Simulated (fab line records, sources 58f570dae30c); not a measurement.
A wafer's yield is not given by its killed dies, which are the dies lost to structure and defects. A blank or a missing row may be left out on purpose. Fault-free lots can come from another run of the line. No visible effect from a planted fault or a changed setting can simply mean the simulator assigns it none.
The tool behind it: which one? :: flow berkeleyCmos170 :: 7 lots (21 wafers sampled), 1 step of a 331-step route

== WHAT EACH GAUGE READ, for each wafer ==
UCB170_SILICIDE_RS_MEAS_02: uses a four-point probe to measure.
lot: L651
measured: day 6 15:02
on: filmMetro-04
SILICIDE_TI_RS (ohm/sq): 25.8 26.1 26.2

lot: L653
measured: day 7 07:32
on: filmMetro-01
SILICIDE_TI_RS (ohm/sq): 25.6 25.4 25.6

lot: L659
measured: day 8 21:15
on: filmMetro-03
SILICIDE_TI_RS (ohm/sq): 26.4 25.8 26.0

lot: L665
measured: day 10 04:10
on: filmMetro-01
SILICIDE_TI_RS (ohm/sq): 26.1 26.1 25.8

lot: L667
measured: day 10 06:14
on: filmMetro-03
SILICIDE_TI_RS (ohm/sq): 25.9 25.7 25.9

lot: L670
measured: day 11 01:37
on: filmMetro-01
SILICIDE_TI_RS (ohm/sq): 25.9 26.7 25.9

lot: L672
measured: day 11 09:43
on: filmMetro-01
SILICIDE_TI_RS (ohm/sq): 26.1 26.0 26.2

== WHICH TOOL RAN EACH LOT (tool, then ch and the chambers of the sampled wafers, then the start) ==
Record: no process step prior to these readings.

== THE ANSWER, worked out from the rows above alone ==
Rule: usual is defined by the lots themselves. Put in order of their means at a reading, lots are off if they are a third of the lots or fewer, leave a main group of 4 or more, and stand apart from it by a gap of 3 or more times the standard deviation of the main group's means; of several such gaps the widest counts. A main group whose means are all the same, to the digits that the tables above print for the reading, isn't used. A lot without any number at a reading at which 4 lots or more have one is off too. Where the step has rows for the other lots, those lots are counted as sound.
No lot is off on any of the readings shown, so nothing can be concluded from this.

== WHAT WAS PUT IN BY THE SIMULATOR ==
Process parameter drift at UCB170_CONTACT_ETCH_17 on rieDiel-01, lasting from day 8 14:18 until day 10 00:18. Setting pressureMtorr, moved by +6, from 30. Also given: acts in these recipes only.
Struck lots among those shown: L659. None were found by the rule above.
